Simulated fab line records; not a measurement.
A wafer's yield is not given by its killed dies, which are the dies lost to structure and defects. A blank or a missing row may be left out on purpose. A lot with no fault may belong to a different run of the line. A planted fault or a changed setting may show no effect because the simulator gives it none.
fab line records ; flow ritCmos
record: lots: 6; wafers: 18; lastDay: 7
route steps=202 shown ACTIVE@1 M1@202
lots with no fault: from the same line, run without faults
startH: hours from the record's opening day to when the first of the lot's shown wafers began ; waitH: how many hours have passed since the lot's step before this one ; " the same as in the row above ; L1.1+2: several wafers, shown together as one row ; - no value, or no start was given ; * or withheld: withheld ; < > ~ a bound
route shown NAME@n: names a module that has steps shown in the file, with the first one's number in the route ; usual: the fault-free wafers' mean and standard deviation ; same: alike in all rows ; chamber/n: place in a boat ; sites: the reading at each site ; _std_site: their standard deviation ; _edge_site: the outer-site mean with the inner-site mean subtracted ; radiusMm: how far each site lies from the wafer's centre ; mask NAME#n: copy n ; behind: the most recent tool/chamber to have shaped the wafer ; hold: cause of the lot's hold/its duration in hours/its outcome ; device: names the non-switching transistor (n, p or np) ; end of line: tests of these same wafers at the route's end ; step lacking rows: just its recipe ; killed: at the first sort, the dies lost to defects and structure; wafer yield is something else ; map: a wafer's dies, x killed, . not, _ none there
set.NAME: setting as actually run; set.NAME@STEP: the setting as run at that earlier step ; model.NAME: the simulator's own value behind a step, which no gauge read
lots at some steps of the route; a table a step, a row a wafer
== steps ==
step: RIT_ACTIVE_BOW_MEAS_00
recipe: mode: bow
usual: INCOMING_BOW: -1/6.9
lot.wafer;tool;chamber;startH;waitH;INCOMING_BOW[um]
L180.1;filmMetro-04;-;10.00;-;2
L180.3;filmMetro-04;-;10.00;-;-3
L180.6;filmMetro-04;-;10.00;-;-5
L181.2;filmMetro-03;-;15.02;-;11
L181.3;filmMetro-03;-;15.02;-;10
L181.5;filmMetro-03;-;15.02;-;15
L183.2;filmMetro-03;-;25.02;-;1
L183.3;filmMetro-03;-;25.02;-;2
L183.5;filmMetro-03;-;25.02;-;6
L184.1;filmMetro-02;-;30.00;-;12
L184.5;filmMetro-02;-;30.00;-;6
L184.6;filmMetro-02;-;30.00;-;-2
L185.2;filmMetro-04;-;35.02;-;-7
L185.5;filmMetro-04;-;35.02;-;9
L185.6;filmMetro-04;-;35.02;-;-7
L200.1;filmMetro-04;-;110.00;-;-2
L200.3;filmMetro-04;-;110.00;-;-7
L200.4;filmMetro-04;-;110.00;-;6
step: RIT_ACTIVE_OXIDATION_01
recipe: tempC: 1000; ambient: O2; targetThkA: 468; oxTimeS: 3360
step: RIT_ACTIVE_THK_MEAS_02
recipe: reads: SiO2_of_ACTIVE_OXIDATION_01
usual: ACTIVE_OXIDE_THK: 47.5/0.85
lot.wafer;tool;chamber;startH;waitH;ACTIVE_OXIDE_THK[nm]
L180.1;filmMetro-04;-;12.05;0.0;46.1
L180.3;filmMetro-04;-;12.05;0.0;46.4
L180.6;filmMetro-04;-;12.05;0.0;45.5
L181.2;filmMetro-02;-;17.09;0.0;48.2
L181.3;filmMetro-02;-;17.09;0.0;47.9
L181.5;filmMetro-02;-;17.09;0.0;48.2
L183.2;filmMetro-02;-;27.06;0.0;47.2
L183.3;filmMetro-02;-;27.06;0.0;47.8
L183.5;filmMetro-02;-;27.06;0.0;47.5
L184.1;filmMetro-03;-;32.05;0.0;48.0
L184.5;filmMetro-03;-;32.05;0.0;48.4
L184.6;filmMetro-03;-;32.05;0.0;47.7
L185.2;filmMetro-04;-;37.06;0.0;47.7
L185.5;filmMetro-04;-;37.06;0.0;48.2
L185.6;filmMetro-04;-;37.06;0.0;48.3
L200.1;filmMetro-04;-;112.05;0.0;48.8
L200.3;filmMetro-04;-;112.05;0.0;49.2
L200.4;filmMetro-04;-;112.05;0.0;48.6
step: RIT_ACTIVE_CVD_03
recipe: material: Si3N4; targetThkNm: 150; tempC: 810; precursor: SiH2Cl2/NH3; timeS: 1500; pressureMtorr: 300; sih2cl2FlowSccm: 60; nh3FlowSccm: 150
step: RIT_ACTIVE_THK_MEAS_04
recipe: reads: Si3N4_of_ACTIVE_CVD_03
usual: ACTIVE_NITRIDE_THK: 150.2/1.3
lot.wafer;tool;chamber;startH;waitH;ACTIVE_NITRIDE_THK[nm]
L180.1;filmMetro-03;-;13.53;0.0;149.6
L180.3;filmMetro-03;-;13.53;0.0;150.3
L180.6;filmMetro-03;-;13.53;0.0;150.2
L181.2;filmMetro-02;-;18.57;0.0;150.2
L181.3;filmMetro-02;-;18.57;0.0;150.9
L181.5;filmMetro-02;-;18.57;0.0;151.4
L183.2;filmMetro-03;-;28.54;0.0;148.3
L183.3;filmMetro-03;-;28.54;0.0;148.0
L183.5;filmMetro-03;-;28.54;0.0;148.9
L184.1;filmMetro-03;-;33.53;0.0;149.1
L184.5;filmMetro-03;-;33.53;0.0;149.7
L184.6;filmMetro-03;-;33.53;0.0;150.7
L185.2;filmMetro-02;-;38.54;0.0;152.0
L185.5;filmMetro-02;-;38.54;0.0;150.6
L185.6;filmMetro-02;-;38.54;0.0;151.4
L200.1;filmMetro-04;-;113.53;0.0;149.9
L200.3;filmMetro-04;-;113.53;0.0;150.3
L200.4;filmMetro-04;-;113.53;0.0;150.0
step: RIT_ACTIVE_HMDS_05
recipe: primeTimeS: 60; primeTempC: 140
step: RIT_ACTIVE_COAT_06
recipe: resist: NOVOLAK; spinRpm: 3303; resistThkNm: 1000
step: RIT_ACTIVE_SOFTBAKE_07
recipe: resist: NOVOLAK; tempC: 90; timeS: 60
step: RIT_ACTIVE_EXPOSE_08
recipe: maskId: M1; na: 0.6; sourceShape: conventional; sigmaOuter: 0.6; targetCdNm: 1400; doseMj: 225
step: RIT_ACTIVE_PEB_09
recipe: resist: NOVOLAK; tempC: withheld; timeS: withheld
step: RIT_ACTIVE_DEVELOP_10
recipe: resist: NOVOLAK; developTimeS: 50; devTempC: 22.21
usual: resistLineTempC: 23.03/0.094
lot.wafer;tool;chamber;startH;waitH;resistLineTempC
L180.1;lithoTrack-01;0;14;-;23.13
L180.3;lithoTrack-01;0;14;-;23.00
L180.6;lithoTrack-01;0;14;-;23.01
L181.2;lithoTrack-01;0;19;-;23.01
L181.3;lithoTrack-01;0;19;-;23.08
L181.5;lithoTrack-01;0;19;-;23.03
L183.2;lithoTrack-01;0;29;-;23.06
L183.3;lithoTrack-01;0;29;-;22.92
L183.5;lithoTrack-01;0;29;-;22.97
L184.1;lithoTrack-04;0;34;-;23.04
L184.5;lithoTrack-04;0;34;-;23.07
L184.6;lithoTrack-04;0;34;-;23.08
L185.2;lithoTrack-01;0;39;-;22.93
L185.5;lithoTrack-01;0;39;-;23.03
L185.6;lithoTrack-01;0;39;-;22.94
L200.1;lithoTrack-04;0;114;-;22.82
L200.3;lithoTrack-04;0;114;-;23.18
L200.4;lithoTrack-04;0;114;-;23.05
step: RIT_ACTIVE_CD_MEAS_11
recipe: targetCdNm: 1400
usual: cdNm: 1399.4/2.3
lot.wafer;tool;chamber;startH;waitH;cdNm
L180.1;cdSem-01;-;14.56;-;1396.6
L180.3;cdSem-01;-;14.56;-;1398.2
L180.6;cdSem-01;-;14.56;-;1398.7
L181.2;cdSem-01;-;19.61;-;1399.3
L181.3;cdSem-01;-;19.61;-;1399.9
L181.5;cdSem-01;-;19.61;-;1398.2
L183.2;cdSem-02;-;29.61;-;1405.4
L183.3;cdSem-02;-;29.61;-;1406.8
L183.5;cdSem-02;-;29.61;-;1404.5
L184.1;cdSem-01;-;34.44;-;1402.0
L184.5;cdSem-01;-;34.44;-;1401.7
L184.6;cdSem-01;-;34.44;-;1401.3
L185.2;cdSem-02;-;39.58;-;1408.4
L185.5;cdSem-02;-;39.58;-;1411.5
L185.6;cdSem-02;-;39.58;-;1406.7
L200.1;cdSem-01;-;114.70;-;1398.8
L200.3;cdSem-01;-;114.70;-;1397.7
L200.4;cdSem-01;-;114.70;-;1396.3
step: RIT_ACTIVE_HARDBAKE_12
recipe: resist: NOVOLAK; tempC: 140; timeS: 60
step: RIT_M1_PROBE_99
usual: killed_at_M0_to_M3: 0.0/0.14; killedAtFrontEnd: 7.2/2.9; killedDies: 7.3/2.9; killedOpen: 3.6/1.9; killedShort: 3.8/1.9
same: grossDies: 264; killed_at_M4_up: 0; killedAtBackSide: 0; killedAtContacts: 0; killedAtOther: 0
lot.wafer;tool;chamber;startH;waitH;killed_at_M0_to_M3;killedAtFrontEnd;killedDies;killedOpen;killedShort
L180.1;prober-02;-;59.91;0.1;0;5;5;1;4
L180.3;prober-02;-;60.01;0.2;0;9;9;6;3
L180.6;prober-02;-;60.16;0.2;0;12;12;4;8
L181.2;prober-01;-;66.04;0.1;0;6;6;4;2
L181.3;prober-01;-;66.09;0.2;0;6;6;4;2
L181.5;prober-01;-;66.19;0.2;0;11;11;7;4
L183.2;prober-02;-;73.61;0.1;0;7;7;4;3
L183.3;prober-02;-;73.66;0.2;0;11;11;5;6
L183.5;prober-02;-;73.76;0.2;0;6;6;2;4
L184.1;prober-01;-;78.19;0.1;0;7;7;3;4
L184.5;prober-01;-;78.39;0.2;0;7;7;4;3
L184.6;prober-01;-;78.44;0.2;0;17;17;9;8
L185.2;prober-02;-;85.43;0.1;0;7;7;5;2
L185.5;prober-02;-;85.58;0.2;0;7;7;3;4
L185.6;prober-02;-;85.63;0.2;1;3;4;1;3
L200.1;prober-01;-;160.84;0.1;0;3;3;1;2
L200.3;prober-01;-;160.94;0.2;0;5;5;2;3
L200.4;prober-01;-;160.99;0.2;1;3;4;2;2
killed by level:class
L180.1 GATE:geometricParticle:short=4 GATE:geometricParticle:open=1
L180.3 GATE:geometricParticle:open=2 GATE:geometricParticle:short=2 REOX:geometricParticle:open=2 FOX1:geometricParticle:open=1 SPACER:geometricParticle:short=1 SILICIDE:geometricParticle:open=1
L180.6 REOX:geometricParticle:short=3 SPACER:geometricParticle:short=3 SPACER:geometricParticle:open=3 FOX2:geometricParticle:open=1 GATE:geometricParticle:short=1 SILICIDE:geometricParticle:short=1
L181.2 GATE:geometricParticle:open=2 FOX1:geometricParticle:short=1 FOX2:geometricParticle:open=1 GATE:geometricParticle:short=1 SPACER:geometricParticle:open=1
L181.3 FOX1:geometricParticle:open=2 FOX2:geometricParticle:short=1 GATE:geometricParticle:short=1 GATE:geometricParticle:open=1 SILICIDE:geometricParticle:open=1
L181.5 GATE:geometricParticle:short=3 GATE:geometricParticle:open=3 SILICIDE:geometricParticle:open=2 FOX1:geometricParticle:open=1 SPACER:geometricParticle:open=1 SPACER:geometricParticle:short=1
L183.2 FOX1:geometricParticle:open=2 SPACER:geometricParticle:open=2 SILICIDE:geometricParticle:short=2 SPACER:geometricParticle:short=1
L183.3 SPACER:geometricParticle:short=4 SPACER:geometricParticle:open=2 GATE:geometricParticle:short=1 GATE:geometricParticle:open=1 REOX:geometricParticle:open=1 SILICIDE:geometricParticle:short=1 SILICIDE:geometricParticle:open=1
L183.5 ACTIVE:geometricParticle:open=1 FOX1:geometricParticle:short=1 FOX2:geometricParticle:short=1 GATE:geometricParticle:short=1 GATE:geometricParticle:open=1 SPACER:geometricParticle:short=1
L184.1 GATE:geometricParticle:short=2 FOX1:geometricParticle:short=1 FOX2:geometricParticle:open=1 GATE:geometricParticle:open=1 REOX:geometricParticle:open=1 REOX:geometricParticle:short=1
L184.5 GATE:geometricParticle:open=3 FOX1:geometricParticle:short=1 GATE:geometricParticle:short=1 SILICIDE:geometricParticle:short=1 SILICIDE:geometricParticle:open=1
L184.6 GATE:geometricParticle:short=5 REOX:geometricParticle:open=4 GATE:geometricParticle:open=3 REOX:geometricParticle:short=3 SPACER:geometricParticle:open=1 SILICIDE:geometricParticle:open=1
L185.2 SPACER:geometricParticle:open=4 GATE:geometricParticle:open=1 REOX:geometricParticle:short=1 SILICIDE:geometricParticle:short=1
L185.5 SPACER:geometricParticle:short=2 FOX1:geometricParticle:short=1 FOX1:geometricParticle:open=1 GATE:geometricParticle:open=1 GATE:geometricParticle:short=1 SPACER:geometricParticle:open=1
L185.6 REOX:geometricParticle:open=1 REOX:geometricParticle:short=1 SILICIDE:geometricParticle:short=1 M1:geometricParticle:short=1
L200.1 FOX1:geometricParticle:open=1 GATE:geometricParticle:short=1 REOX:geometricParticle:short=1
L200.3 GATE:geometricParticle:short=2 FOX1:geometricParticle:open=1 REOX:geometricParticle:short=1 SILICIDE:geometricParticle:open=1
L200.4 GATE:geometricParticle:short=2 GATE:geometricParticle:open=1 M1:geometricParticle:open=1
== key ==
firstSign: step: RIT_ACTIVE_CD_MEAS_11; reading: cdNm; direction: up; sigmas: 3.3; usual: 1399.4; struck: 1407.2
effect none on later readings
metAt RIT_ACTIVE_DEVELOP_10
struckWafers L183.2,L183.3,L183.5,L185.2,L185.5,L185.6
testerLeftOut L183,L185
onsetBetween 19 29
fault: kind: processParameterDrift; tool: lithoTrack-01; chamber: -; onsetH: 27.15; steps: RIT_ACTIVE_DEVELOP_10; channel: developTimeS; offset: *; shape: step; endH: 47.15; actsIn: *; stated: *
testerLeftOut: of these lots the tester's yield and bins aren't shown, on N5 and GAA mostly nor the transistor test; their killed dies are dies lost to structure and defects alone, not to doping, threshold or leakage, so they don't give the yield
